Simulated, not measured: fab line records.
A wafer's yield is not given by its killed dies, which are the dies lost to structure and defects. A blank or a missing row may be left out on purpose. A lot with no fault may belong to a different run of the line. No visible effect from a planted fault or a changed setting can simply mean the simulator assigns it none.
fab line records :: flow ritCmos
[record]
  lots = 6
  wafers = 18
  lastDay = 7
route steps=202 shown GATE@83 M1@202
lots that met no fault: taken from a fault-free run of the same line
startH: the number of hours between the record's first day and the start of the first shown wafer of the lot :: waitH: hours from the lot's prior step to this one :: " unchanged from the row above :: L1.1+2: a single row standing in for several wafers :: - value missing, or start not given :: * or withheld: withheld :: < > ~ a bound
route shown NAME@n: names a module that has steps shown in the file, with the first one's number in the route :: usual: the fault-free wafers' mean and standard deviation :: same: alike in all rows :: chamber/n: place in a boat :: sites: the reading at each site :: _std_site: standard deviation across them :: _edge_site: inner sites' mean taken away from outer sites' mean :: radiusMm: for every site, how far away it sits from the centre of the wafer :: mask NAME#n: copy n :: behind: tool/chamber where the wafer was last shaped :: hold: why the lot was held/for how many hours/how that ended :: device: which transistor (n, p or np) failed to switch :: end of line: tests of these same wafers at the route's end :: a step with no rows: only its recipe :: killed: not the wafer's yield, but the dies lost to structure and defects at the first sort :: map: a wafer's dies, marking killed ones x, the rest . and places with no die _
set.NAME: the setting as run; set.NAME@STEP: as run at that earlier step :: model.NAME: the simulator's own value behind a step, which no gauge read
certain route steps with their lots: each step a table, each wafer a row
services: a tool's chamber out of use, with start hour (startH, from the record's first day; less than 0 if before it), hours out, and reason
[[steps]]
[step RIT_GATE_THK_MEAS_07]
[recipe]
  reads = SiO2_of_GATE_OXIDATION_05
[usual]
  GATE_OXIDE_THK = 3.23/0.057
lot.wafer: L639.1
tool: filmMetro-01
chamber: -
startH: 35.02
waitH: 0.0
GATE_OXIDE_THK[nm]: 3.24

lot.wafer: L639.2
tool: filmMetro-01
chamber: -
startH: 35.02
waitH: 0.0
GATE_OXIDE_THK[nm]: 3.28

lot.wafer: L639.3
tool: filmMetro-01
chamber: -
startH: 35.02
waitH: 0.0
GATE_OXIDE_THK[nm]: 3.25

lot.wafer: L646.1
tool: filmMetro-01
chamber: -
startH: 70.18
waitH: 0.0
GATE_OXIDE_THK[nm]: 3.22

lot.wafer: L646.3
tool: filmMetro-01
chamber: -
startH: 70.18
waitH: 0.0
GATE_OXIDE_THK[nm]: 3.25

lot.wafer: L646.5
tool: filmMetro-01
chamber: -
startH: 70.18
waitH: 0.0
GATE_OXIDE_THK[nm]: 3.15

lot.wafer: L654.3
tool: filmMetro-01
chamber: -
startH: 111.40
waitH: 0.0
GATE_OXIDE_THK[nm]: 3.25

lot.wafer: L654.4
tool: filmMetro-01
chamber: -
startH: 111.40
waitH: 0.0
GATE_OXIDE_THK[nm]: 3.19

lot.wafer: L654.6
tool: filmMetro-01
chamber: -
startH: 111.40
waitH: 0.0
GATE_OXIDE_THK[nm]: 3.29

lot.wafer: L656.2
tool: filmMetro-01
chamber: -
startH: 120.33
waitH: 0.0
GATE_OXIDE_THK[nm]: 3.32

lot.wafer: L656.5
tool: filmMetro-01
chamber: -
startH: 120.33
waitH: 0.0
GATE_OXIDE_THK[nm]: 3.32

lot.wafer: L656.6
tool: filmMetro-01
chamber: -
startH: 120.33
waitH: 0.0
GATE_OXIDE_THK[nm]: 3.29

lot.wafer: L659.1
tool: filmMetro-02
chamber: -
startH: 135.30
waitH: 0.0
GATE_OXIDE_THK[nm]: 3.19

lot.wafer: L659.3
tool: filmMetro-02
chamber: -
startH: 135.30
waitH: 0.0
GATE_OXIDE_THK[nm]: 3.29

lot.wafer: L659.6
tool: filmMetro-02
chamber: -
startH: 135.30
waitH: 0.0
GATE_OXIDE_THK[nm]: 3.26

lot.wafer: L661.2
tool: filmMetro-02
chamber: -
startH: 146.82
waitH: 0.0
GATE_OXIDE_THK[nm]: 3.06

lot.wafer: L661.3
tool: filmMetro-02
chamber: -
startH: 146.82
waitH: 0.0
GATE_OXIDE_THK[nm]: 3.09

lot.wafer: L661.6
tool: filmMetro-02
chamber: -
startH: 146.82
waitH: 0.0
GATE_OXIDE_THK[nm]: 3.10
[step RIT_GATE_CVD_08]
[recipe]
  material = poly-Si
  targetThkNm = 250
  tempC = 610
  precursor = SiH4
  timeS = 2220
  pressureMtorr = 300
  sih4FlowSccm = 100
[step RIT_GATE_THK_MEAS_09]
[recipe]
  reads = poly-Si_of_GATE_CVD_08
[usual]
  GATE_POLY_THK = 250.2/2.5
lot.wafer: L639.1
tool: filmMetro-04
chamber: -
startH: 37.51
waitH: 0.0
GATE_POLY_THK[nm]: 248.4

lot.wafer: L639.2
tool: filmMetro-04
chamber: -
startH: 37.51
waitH: 0.0
GATE_POLY_THK[nm]: 249.5

lot.wafer: L639.3
tool: filmMetro-04
chamber: -
startH: 37.51
waitH: 0.0
GATE_POLY_THK[nm]: 249.2

lot.wafer: L646.1
tool: filmMetro-01
chamber: -
startH: 71.85
waitH: 0.0
GATE_POLY_THK[nm]: 248.5

lot.wafer: L646.3
tool: filmMetro-01
chamber: -
startH: 71.85
waitH: 0.0
GATE_POLY_THK[nm]: 246.9

lot.wafer: L646.5
tool: filmMetro-01
chamber: -
startH: 71.85
waitH: 0.0
GATE_POLY_THK[nm]: 245.8

lot.wafer: L654.3
tool: filmMetro-01
chamber: -
startH: 113.88
waitH: 0.0
GATE_POLY_THK[nm]: 254.8

lot.wafer: L654.4
tool: filmMetro-01
chamber: -
startH: 113.88
waitH: 0.0
GATE_POLY_THK[nm]: 253.5

lot.wafer: L654.6
tool: filmMetro-01
chamber: -
startH: 113.88
waitH: 0.0
GATE_POLY_THK[nm]: 254.3

lot.wafer: L656.2
tool: filmMetro-02
chamber: -
startH: 122.01
waitH: 0.0
GATE_POLY_THK[nm]: 251.1

lot.wafer: L656.5
tool: filmMetro-02
chamber: -
startH: 122.01
waitH: 0.0
GATE_POLY_THK[nm]: 252.5

lot.wafer: L656.6
tool: filmMetro-02
chamber: -
startH: 122.01
waitH: 0.0
GATE_POLY_THK[nm]: 251.5

lot.wafer: L659.1
tool: filmMetro-04
chamber: -
startH: 137.78
waitH: 0.0
GATE_POLY_THK[nm]: 251.4

lot.wafer: L659.3
tool: filmMetro-04
chamber: -
startH: 137.78
waitH: 0.0
GATE_POLY_THK[nm]: 247.9

lot.wafer: L659.6
tool: filmMetro-04
chamber: -
startH: 137.78
waitH: 0.0
GATE_POLY_THK[nm]: 248.4

lot.wafer: L661.2
tool: filmMetro-01
chamber: -
startH: 149.31
waitH: 0.0
GATE_POLY_THK[nm]: 250.3

lot.wafer: L661.3
tool: filmMetro-01
chamber: -
startH: 149.31
waitH: 0.0
GATE_POLY_THK[nm]: 251.6

lot.wafer: L661.6
tool: filmMetro-01
chamber: -
startH: 149.31
waitH: 0.0
GATE_POLY_THK[nm]: 251.8
[step RIT_GATE_HMDS_10]
[recipe]
  primeTimeS = 60
  primeTempC = 140
[step RIT_GATE_COAT_11]
[recipe]
  resist = NOVOLAK
  spinRpm = 4250
  resistThkNm = 850
[step RIT_GATE_SOFTBAKE_12]
[recipe]
  resist = NOVOLAK
  tempC = 90
  timeS = 60
[step RIT_GATE_EXPOSE_13]
[recipe]
  maskId = M6
  na = 0.6
  sourceShape = conventional
  sigmaOuter = 0.6
  targetCdNm = 150
  doseMj = 380
[step RIT_GATE_PEB_14]
[recipe]
  resist = NOVOLAK
  tempC = withheld
  timeS = withheld
[step RIT_GATE_DEVELOP_15]
[recipe]
  resist = NOVOLAK
  developTimeS = 50
  devTempC = 22.31
[step RIT_GATE_CD_MEAS_16]
[recipe]
  targetCdNm = 150
[usual]
  cdNm = 149.6/2.5
lot.wafer: L639.1
tool: cdSem-02
chamber: -
startH: 38.42
waitH: -
cdNm: 150.2

lot.wafer: L639.2
tool: cdSem-02
chamber: -
startH: 38.42
waitH: -
cdNm: 150.8

lot.wafer: L639.3
tool: cdSem-02
chamber: -
startH: 38.42
waitH: -
cdNm: 149.2

lot.wafer: L646.1
tool: cdSem-02
chamber: -
startH: 73.02
waitH: -
cdNm: 148.8

lot.wafer: L646.3
tool: cdSem-02
chamber: -
startH: 73.02
waitH: -
cdNm: 149.6

lot.wafer: L646.5
tool: cdSem-02
chamber: -
startH: 73.02
waitH: -
cdNm: 145.4

lot.wafer: L654.3
tool: cdSem-01
chamber: -
startH: 115.02
waitH: -
cdNm: 148.7

lot.wafer: L654.4
tool: cdSem-01
chamber: -
startH: 115.02
waitH: -
cdNm: 150.9

lot.wafer: L654.6
tool: cdSem-01
chamber: -
startH: 115.02
waitH: -
cdNm: 150.9

lot.wafer: L656.2
tool: cdSem-01
chamber: -
startH: 123.17
waitH: -
cdNm: 149.9

lot.wafer: L656.5
tool: cdSem-01
chamber: -
startH: 123.17
waitH: -
cdNm: 146.8

lot.wafer: L656.6
tool: cdSem-01
chamber: -
startH: 123.17
waitH: -
cdNm: 147.5

lot.wafer: L659.1
tool: cdSem-02
chamber: -
startH: 138.69
waitH: -
cdNm: 153.4

lot.wafer: L659.3
tool: cdSem-02
chamber: -
startH: 138.69
waitH: -
cdNm: 154.2

lot.wafer: L659.6
tool: cdSem-02
chamber: -
startH: 138.69
waitH: -
cdNm: 152.0

lot.wafer: L661.2
tool: cdSem-02
chamber: -
startH: 150.23
waitH: -
cdNm: 148.3

lot.wafer: L661.3
tool: cdSem-02
chamber: -
startH: 150.23
waitH: -
cdNm: 148.4

lot.wafer: L661.6
tool: cdSem-02
chamber: -
startH: 150.23
waitH: -
cdNm: 147.5
[step RIT_GATE_OVL_MEAS_17]
[usual]
  GATE_OVL = 0.2/1.3
lot.wafer: L639.1
tool: overlay-01
chamber: -
startH: 38.54
waitH: 0.1
GATE_OVL[nm]: 0.4

lot.wafer: L639.2
tool: overlay-01
chamber: -
startH: 38.54
waitH: 0.1
GATE_OVL[nm]: 0.2

lot.wafer: L639.3
tool: overlay-01
chamber: -
startH: 38.54
waitH: 0.1
GATE_OVL[nm]: -1.3

lot.wafer: L646.1
tool: overlay-02
chamber: -
startH: 73.14
waitH: 0.1
GATE_OVL[nm]: 0.7

lot.wafer: L646.3
tool: overlay-02
chamber: -
startH: 73.14
waitH: 0.1
GATE_OVL[nm]: 2.3

lot.wafer: L646.5
tool: overlay-02
chamber: -
startH: 73.14
waitH: 0.1
GATE_OVL[nm]: 0.3

lot.wafer: L654.3
tool: overlay-01
chamber: -
startH: 115.12
waitH: 0.1
GATE_OVL[nm]: 1.9

lot.wafer: L654.4
tool: overlay-01
chamber: -
startH: 115.12
waitH: 0.1
GATE_OVL[nm]: 0.1

lot.wafer: L654.6
tool: overlay-01
chamber: -
startH: 115.12
waitH: 0.1
GATE_OVL[nm]: 1.1

lot.wafer: L656.2
tool: overlay-01
chamber: -
startH: 123.28
waitH: 0.1
GATE_OVL[nm]: 0.3

lot.wafer: L656.5
tool: overlay-01
chamber: -
startH: 123.28
waitH: 0.1
GATE_OVL[nm]: -0.8

lot.wafer: L656.6
tool: overlay-01
chamber: -
startH: 123.28
waitH: 0.1
GATE_OVL[nm]: 2.7

lot.wafer: L659.1
tool: overlay-01
chamber: -
startH: 138.81
waitH: 0.1
GATE_OVL[nm]: 0.1

lot.wafer: L659.3
tool: overlay-01
chamber: -
startH: 138.81
waitH: 0.1
GATE_OVL[nm]: 1.0

lot.wafer: L659.6
tool: overlay-01
chamber: -
startH: 138.81
waitH: 0.1
GATE_OVL[nm]: 0.3

lot.wafer: L661.2
tool: overlay-01
chamber: -
startH: 150.33
waitH: 0.1
GATE_OVL[nm]: 0.0

lot.wafer: L661.3
tool: overlay-01
chamber: -
startH: 150.33
waitH: 0.1
GATE_OVL[nm]: -0.4

lot.wafer: L661.6
tool: overlay-01
chamber: -
startH: 150.33
waitH: 0.1
GATE_OVL[nm]: -1.0
[step RIT_GATE_HARDBAKE_18]
[recipe]
  resist = NOVOLAK
  tempC = 140
  timeS = 60
[step RIT_GATE_ETCH_19]
[recipe]
  chemistry = SF6/CHF3/O2
  timeS = 165
  SF6_flow_sccm = 30
  CHF3_flow_sccm = 30
  O2_flow_sccm = 5
  target = poly-Si
  pressureMtorr = 40
  rfW = 160
  targetDepthA = 3125
  overEtchFrac = 0.25
  stopOn = SiO2
[usual]
  drypumpMotorCurrentA = 6.2/0.38
  oesProductAu = 0.847/0.016
  overEtchFrac = 0.25/0
  throttleValvePct = 10.22/0.14
lot.wafer: L639.1
tool: rieSi-02
chamber: 1
startH: 38.73
waitH: 0.1
drypumpMotorCurrentA: 6.6
oesProductAu: 0.861
overEtchFrac: 0.25
rfHoursCounterH: 53
throttleValvePct: 10.20
model.NOVOLAK_of_GATE_COAT_11.thkNm: 670.4

lot.wafer: L639.2
tool: rieSi-02
chamber: 0
startH: 38.73
waitH: 0.1
drypumpMotorCurrentA: 5.7
oesProductAu: 0.828
overEtchFrac: 0.25
rfHoursCounterH: 94
throttleValvePct: 10.37
model.NOVOLAK_of_GATE_COAT_11.thkNm: 667.5

lot.wafer: L639.3
tool: rieSi-02
chamber: 2
startH: 38.73
waitH: 0.1
drypumpMotorCurrentA: 6.0
oesProductAu: 0.849
overEtchFrac: 0.25
rfHoursCounterH: 128
throttleValvePct: 10.23
model.NOVOLAK_of_GATE_COAT_11.thkNm: 667

lot.wafer: L646.1
tool: rieSi-01
chamber: 1
startH: 73.33
waitH: 0.1
drypumpMotorCurrentA: 6.2
oesProductAu: 0.834
overEtchFrac: 0.25
rfHoursCounterH: 112
throttleValvePct: 9.91
model.NOVOLAK_of_GATE_COAT_11.thkNm: 674

lot.wafer: L646.3
tool: rieSi-01
chamber: 2
startH: 73.33
waitH: 0.1
drypumpMotorCurrentA: 5.6
oesProductAu: 0.862
overEtchFrac: 0.25
rfHoursCounterH: 92
throttleValvePct: 10.13
model.NOVOLAK_of_GATE_COAT_11.thkNm: 670.1

lot.wafer: L646.5
tool: rieSi-01
chamber: 0
startH: 73.33
waitH: 0.1
drypumpMotorCurrentA: 6.7
oesProductAu: 0.840
overEtchFrac: 0.25
rfHoursCounterH: -
throttleValvePct: 10.29
model.NOVOLAK_of_GATE_COAT_11.thkNm: 672.7

lot.wafer: L654.3
tool: rieSi-01
chamber: 0
startH: 115.29
waitH: 0.1
drypumpMotorCurrentA: 6.7
oesProductAu: 0.995
overEtchFrac: 0.05
rfHoursCounterH: 0
throttleValvePct: 10.31
model.NOVOLAK_of_GATE_COAT_11.thkNm: 679.5

lot.wafer: L654.4
tool: rieSi-01
chamber: 3
startH: 115.29
waitH: 0.1
drypumpMotorCurrentA: 6.4
oesProductAu: 0.950
overEtchFrac: 0.05
rfHoursCounterH: 75
throttleValvePct: 10.28
model.NOVOLAK_of_GATE_COAT_11.thkNm: 678.6

lot.wafer: L654.6
tool: rieSi-01
chamber: 2
startH: 115.29
waitH: 0.1
drypumpMotorCurrentA: 5.5
oesProductAu: 0.997
overEtchFrac: 0.05
rfHoursCounterH: -
throttleValvePct: 10.13
model.NOVOLAK_of_GATE_COAT_11.thkNm: 677.5

lot.wafer: L656.2
tool: rieSi-01
chamber: 0
startH: 123.46
waitH: 0.1
drypumpMotorCurrentA: 6.7
oesProductAu: 0.980
overEtchFrac: 0.05
rfHoursCounterH: 0
throttleValvePct: 10.31
model.NOVOLAK_of_GATE_COAT_11.thkNm: 682.1

lot.wafer: L656.5
tool: rieSi-01
chamber: 1
startH: 123.46
waitH: 0.1
drypumpMotorCurrentA: 6.2
oesProductAu: 0.957
overEtchFrac: 0.05
rfHoursCounterH: -
throttleValvePct: 9.90
model.NOVOLAK_of_GATE_COAT_11.thkNm: 683.1

lot.wafer: L656.6
tool: rieSi-01
chamber: 2
startH: 123.46
waitH: 0.1
drypumpMotorCurrentA: 5.5
oesProductAu: 0.986
overEtchFrac: 0.05
rfHoursCounterH: -
throttleValvePct: 10.13
model.NOVOLAK_of_GATE_COAT_11.thkNm: 682.2

lot.wafer: L659.1
tool: rieSi-02
chamber: 1
startH: 139.00
waitH: 0.1
drypumpMotorCurrentA: 6.6
oesProductAu: 0.869
overEtchFrac: 0.25
rfHoursCounterH: 54
throttleValvePct: 10.22
model.NOVOLAK_of_GATE_COAT_11.thkNm: 673.5

lot.wafer: L659.3
tool: rieSi-02
chamber: 0
startH: 139.00
waitH: 0.1
drypumpMotorCurrentA: 5.8
oesProductAu: 0.826
overEtchFrac: 0.25
rfHoursCounterH: 95
throttleValvePct: 10.37
model.NOVOLAK_of_GATE_COAT_11.thkNm: 672.2

lot.wafer: L659.6
tool: rieSi-02
chamber: 1
startH: 139.00
waitH: 0.1
drypumpMotorCurrentA: 6.6
oesProductAu: 0.876
overEtchFrac: 0.25
rfHoursCounterH: -
throttleValvePct: 10.22
model.NOVOLAK_of_GATE_COAT_11.thkNm: 672.5

lot.wafer: L661.2
tool: rieSi-02
chamber: 3
startH: 150.51
waitH: 0.1
drypumpMotorCurrentA: 6.0
oesProductAu: 0.851
overEtchFrac: 0.25
rfHoursCounterH: 3
throttleValvePct: 10.37
model.NOVOLAK_of_GATE_COAT_11.thkNm: 665.3

lot.wafer: L661.3
tool: rieSi-02
chamber: 1
startH: 150.51
waitH: 0.1
drypumpMotorCurrentA: 6.7
oesProductAu: 0.861
overEtchFrac: 0.25
rfHoursCounterH: 54
throttleValvePct: 10.21
model.NOVOLAK_of_GATE_COAT_11.thkNm: 666.9

lot.wafer: L661.6
tool: rieSi-02
chamber: 0
startH: 150.51
waitH: 0.1
drypumpMotorCurrentA: 5.7
oesProductAu: 0.835
overEtchFrac: 0.25
rfHoursCounterH: -
throttleValvePct: 10.36
model.NOVOLAK_of_GATE_COAT_11.thkNm: 666.8
[step RIT_GATE_STRIP_20]
[recipe]
  chemistry = O2
  timeS = 180
  resist = NOVOLAK
  platenTempC = withheld
  powerW = 500
  pressureMtorr = 4000
  o2FlowSccm = 4000
[usual]
  drypumpMotorCurrentA = 5.4/0.46
lot.wafer: L639.1
tool: plasmaAsher-01
chamber: 0
startH: 38.83
waitH: 0.1
drypumpMotorCurrentA: 5.2
rfHoursCounterH: 24

lot.wafer: L639.2
tool: plasmaAsher-01
chamber: 1
startH: 38.83
waitH: 0.1
drypumpMotorCurrentA: 5.7
rfHoursCounterH: 24

lot.wafer: L639.3
tool: plasmaAsher-01
chamber: 1
startH: 38.83
waitH: 0.1
drypumpMotorCurrentA: 5.8
rfHoursCounterH: -

lot.wafer: L646.1
tool: plasmaAsher-01
chamber: 1
startH: 73.44
waitH: 0.1
drypumpMotorCurrentA: 5.7
rfHoursCounterH: 28

lot.wafer: L646.3
tool: plasmaAsher-01
chamber: 0
startH: 73.44
waitH: 0.1
drypumpMotorCurrentA: 5.2
rfHoursCounterH: -

lot.wafer: L646.5
tool: plasmaAsher-01
chamber: 1
startH: 73.44
waitH: 0.1
drypumpMotorCurrentA: 5.7
rfHoursCounterH: -

lot.wafer: L654.3
tool: plasmaAsher-04
chamber: 1
startH: 115.46
waitH: 0.1
drypumpMotorCurrentA: 4.9
rfHoursCounterH: -

lot.wafer: L654.4
tool: plasmaAsher-04
chamber: 0
startH: 115.46
waitH: 0.1
drypumpMotorCurrentA: 5.4
rfHoursCounterH: -

lot.wafer: L654.6
tool: plasmaAsher-04
chamber: 1
startH: 115.46
waitH: 0.1
drypumpMotorCurrentA: 4.9
rfHoursCounterH: -

lot.wafer: L656.2
tool: plasmaAsher-01
chamber: 0
startH: 123.56
waitH: 0.1
drypumpMotorCurrentA: 5.2
rfHoursCounterH: 35

lot.wafer: L656.5
tool: plasmaAsher-01
chamber: 0
startH: 123.56
waitH: 0.1
drypumpMotorCurrentA: 5.2
rfHoursCounterH: -

lot.wafer: L656.6
tool: plasmaAsher-01
chamber: 1
startH: 123.56
waitH: 0.1
drypumpMotorCurrentA: 5.7
rfHoursCounterH: -

lot.wafer: L659.1
tool: plasmaAsher-04
chamber: 1
startH: 139.11
waitH: 0.1
drypumpMotorCurrentA: 4.9
rfHoursCounterH: 52

lot.wafer: L659.3
tool: plasmaAsher-04
chamber: 1
startH: 139.11
waitH: 0.1
drypumpMotorCurrentA: 4.9
rfHoursCounterH: -

lot.wafer: L659.6
tool: plasmaAsher-04
chamber: 1
startH: 139.11
waitH: 0.1
drypumpMotorCurrentA: 4.9
rfHoursCounterH: -

lot.wafer: L661.2
tool: plasmaAsher-04
chamber: 1
startH: 150.62
waitH: 0.1
drypumpMotorCurrentA: 4.9
rfHoursCounterH: 54

lot.wafer: L661.3
tool: plasmaAsher-04
chamber: 0
startH: 150.62
waitH: 0.1
drypumpMotorCurrentA: 5.4
rfHoursCounterH: -

lot.wafer: L661.6
tool: plasmaAsher-04
chamber: 1
startH: 150.62
waitH: 0.1
drypumpMotorCurrentA: 4.9
rfHoursCounterH: -
[step RIT_M1_PROBE_99]
[usual]
  defectLimitedYield = 97.3/1.2
  killedAtContacts = 0.0/0.18
  killedAtFrontEnd = 7/3.1
  killedDies = 7/3.1
  killedOpen = 3.5/2.1
  killedShort = 3.5/2
  sort_bin_3_pad_short = 0.1/0.2
  sort_bin_5_function = 1.5/0.85
  sort_bin_6_memory = 1.0/0.68
  sortNPass = 257/3.1
  sortYieldPct = 97.3/1.2
[same]
  grossDies = 264
  killed_at_M0_to_M3 = 0
  killed_at_M4_up = 0
  killedAtBackSide = 0
  killedAtOther = 0
lot.wafer: L639.1
tool: prober-01
chamber: -
startH: 58.42
waitH: 0.1
defectLimitedYield[%]: 97.0
killedAtContacts: 0
killedAtFrontEnd: 8
killedDies: 8
killedOpen: 3
killedShort: 5
sort_bin_3_pad_short[%]: 0
sort_bin_5_function[%]: 1.5
sort_bin_6_memory[%]: 1.5
sortNPass: 256
sortYieldPct[%]: 97.0

lot.wafer: L639.2
tool: prober-01
chamber: -
startH: 58.47
waitH: 0.1
defectLimitedYield[%]: 98.5
killedAtContacts: 1
killedAtFrontEnd: 3
killedDies: 4
killedOpen: 4
killedShort: 0
sort_bin_3_pad_short[%]: 0
sort_bin_5_function[%]: 0.8
sort_bin_6_memory[%]: 0.8
sortNPass: 260
sortYieldPct[%]: 98.5

lot.wafer: L639.3
tool: prober-01
chamber: -
startH: 58.52
waitH: 0.2
defectLimitedYield[%]: 97.7
killedAtContacts: 0
killedAtFrontEnd: 6
killedDies: 6
killedOpen: 4
killedShort: 1
sort_bin_3_pad_short[%]: 0
sort_bin_5_function[%]: 1.5
sort_bin_6_memory[%]: 0.8
sortNPass: 258
sortYieldPct[%]: 97.7

lot.wafer: L646.1
tool: prober-02
chamber: -
startH: 95.26
waitH: 0.1
defectLimitedYield[%]: 98.5
killedAtContacts: 0
killedAtFrontEnd: 4
killedDies: 4
killedOpen: 3
killedShort: 1
sort_bin_3_pad_short[%]: 0.4
sort_bin_5_function[%]: 0.4
sort_bin_6_memory[%]: 0.8
sortNPass: 260
sortYieldPct[%]: 98.5

lot.wafer: L646.3
tool: prober-02
chamber: -
startH: 95.36
waitH: 0.2
defectLimitedYield[%]: 94.3
killedAtContacts: 0
killedAtFrontEnd: 15
killedDies: 15
killedOpen: 7
killedShort: 8
sort_bin_3_pad_short[%]: 0.8
sort_bin_5_function[%]: 1.9
sort_bin_6_memory[%]: 3.0
sortNPass: 249
sortYieldPct[%]: 94.3

lot.wafer: L646.5
tool: prober-02
chamber: -
startH: 95.46
waitH: 0.2
defectLimitedYield[%]: 98.5
killedAtContacts: 0
killedAtFrontEnd: 4
killedDies: 4
killedOpen: 2
killedShort: 2
sort_bin_3_pad_short[%]: 0.4
sort_bin_5_function[%]: 0.8
sort_bin_6_memory[%]: 0.4
sortNPass: 260
sortYieldPct[%]: 98.5

lot.wafer: L659.1
tool: prober-01
chamber: -
startH: 159.95
waitH: 0.1
defectLimitedYield[%]: 98.1
killedAtContacts: 0
killedAtFrontEnd: 5
killedDies: 5
killedOpen: 3
killedShort: 2
sort_bin_3_pad_short[%]: 0.4
sort_bin_5_function[%]: 1.1
sort_bin_6_memory[%]: 0.4
sortNPass: 259
sortYieldPct[%]: 98.1

lot.wafer: L659.3
tool: prober-01
chamber: -
startH: 160.05
waitH: 0.2
defectLimitedYield[%]: 99.6
killedAtContacts: 0
killedAtFrontEnd: 1
killedDies: 1
killedOpen: 0
killedShort: 1
sort_bin_3_pad_short[%]: 0
sort_bin_5_function[%]: 0
sort_bin_6_memory[%]: 0.4
sortNPass: 263
sortYieldPct[%]: 99.6

lot.wafer: L659.6
tool: prober-01
chamber: -
startH: 160.20
waitH: 0.2
defectLimitedYield[%]: 97.0
killedAtContacts: 0
killedAtFrontEnd: 8
killedDies: 8
killedOpen: 5
killedShort: 3
sort_bin_3_pad_short[%]: 0
sort_bin_5_function[%]: 1.5
sort_bin_6_memory[%]: 1.5
sortNPass: 256
sortYieldPct[%]: 97.0

lot.wafer: L661.2
tool: prober-02
chamber: -
startH: 172.65
waitH: 0.1
defectLimitedYield[%]: 97.7
killedAtContacts: 0
killedAtFrontEnd: 6
killedDies: 6
killedOpen: 4
killedShort: 2
sort_bin_3_pad_short[%]: 0
sort_bin_5_function[%]: 1.9
sort_bin_6_memory[%]: 0.4
sortNPass: 258
sortYieldPct[%]: 97.7

lot.wafer: L661.3
tool: prober-02
chamber: -
startH: 172.70
waitH: 0.2
defectLimitedYield[%]: 96.2
killedAtContacts: 0
killedAtFrontEnd: 10
killedDies: 10
killedOpen: 6
killedShort: 4
sort_bin_3_pad_short[%]: 0
sort_bin_5_function[%]: 3.0
sort_bin_6_memory[%]: 0.8
sortNPass: 254
sortYieldPct[%]: 96.2

lot.wafer: L661.6
tool: prober-02
chamber: -
startH: 172.85
waitH: 0.2
defectLimitedYield[%]: 98.9
killedAtContacts: 0
killedAtFrontEnd: 3
killedDies: 3
killedOpen: 3
killedShort: 0
sort_bin_3_pad_short[%]: 0
sort_bin_5_function[%]: 0.4
sort_bin_6_memory[%]: 0.8
sortNPass: 261
sortYieldPct[%]: 98.9
// killed by level:class
L639.1 SPACER:geometricParticle:short=2 FOX1:geometricParticle:short=1 GATE:geometricParticle:open=1 GATE:geometricParticle:short=1 REOX:geometricParticle:short=1 REOX:geometricParticle:open=1 SPACER:geometricParticle:open=1
L639.2 REOX:geometricParticle:open=1 SPACER:geometricParticle:open=1 SILICIDE:geometricParticle:open=1 CONTACT:geometricParticle:open=1
L639.3 FOX1:geometricParticle:open=3 FOX2:geometricParticle:open=1 REOX:geometricParticle:short=1 PRETRO:coatMicrobubblePrinted=1
L646.1 FOX2:geometricParticle:open=2 GATE:geometricParticle:short=1 SPACER:geometricParticle:open=1
L646.3 GATE:geometricParticle:short=5 GATE:geometricParticle:open=4 FOX1:geometricParticle:open=2 FOX1:geometricParticle:short=1 REOX:geometricParticle:open=1 REOX:geometricParticle:short=1 SILICIDE:geometricParticle:short=1
L646.5 REOX:geometricParticle:open=2 FOX1:geometricParticle:short=1 GATE:geometricParticle:short=1
L659.1 FOX1:geometricParticle:short=1 FOX2:geometricParticle:open=1 GATE:geometricParticle:open=1 REOX:geometricParticle:short=1 REOX:geometricParticle:open=1
L659.3 FOX2:geometricParticle:short=1
L659.6 GATE:geometricParticle:open=3 GATE:geometricParticle:short=2 FOX1:geometricParticle:open=1 SPACER:geometricParticle:open=1 SPACER:geometricParticle:short=1
L661.2 GATE:geometricParticle:open=2 FOX1:geometricParticle:open=1 GATE:geometricParticle:short=1 REOX:geometricParticle:open=1 SPACER:geometricParticle:short=1
L661.3 GATE:geometricParticle:open=6 GATE:geometricParticle:short=3 SILICIDE:geometricParticle:short=1
L661.6 GATE:geometricParticle:open=2 SILICIDE:geometricParticle:open=1
[[services]]
tool: rieSi-02
chamber: 3
startH: 29.98
hours: 2.1
kind: repair

tool: plasmaAsher-04
chamber: -
startH: 31.89
hours: 3.0
kind: repair

tool: plasmaAsher-04
chamber: -
startH: 68.29
hours: 2.8
kind: pm

tool: rieSi-01
chamber: 0
startH: 74.96
hours: -
kind: clean

tool: rieSi-01
chamber: 0
startH: 74.96
hours: 23.1
kind: scheduledDown

tool: rieSi-01
chamber: 0
startH: 74.96
hours: 23.1
kind: ventCycle

tool: rieSi-02
chamber: -
startH: 94.07
hours: 2.8
kind: pm

tool: rieSi-01
chamber: -
startH: 99.34
hours: 0.7
kind: repair

tool: rieSi-01
chamber: 1
startH: 127.30
hours: 2.6
kind: repair
[[key]]
[firstSign]
  step = RIT_GATE_ETCH_19
  reading = overEtchFrac
  direction = down
  sigmas = 99+
  usual = 0.25
  struck = 0.05
[effect]
  step = RIT_GATE_ETCH_19
  reading = oesProductAu
  direction = up
  sigmas = 8.2
  usual = 0.847
  struck = 0.978
[modelEffect]
  step = RIT_GATE_ETCH_19
  value = NOVOLAK_of_GATE_COAT_11.thkNm
  without = 667
  struck = 680.5
metAt RIT_GATE_ETCH_19
struckWafers L654.3,L654.4,L654.6,L656.2,L656.5,L656.6
rowsEnd L654.3,L654.4,L654.6,L656.2,L656.5,L656.6
onsetBetween 73.33 115.29
[fault]
  kind = processParameterDrift
  tool = rieSi-01
  chamber = -
  onsetH = 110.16
  steps = RIT_GATE_ETCH_19
  channel = overEtchFrac
  offset = -0.2
  shape = step
  endH = 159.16
  stated = 0.25
// rowsEnd: these wafers met a further fault down the route, and their rows from its step on are left out
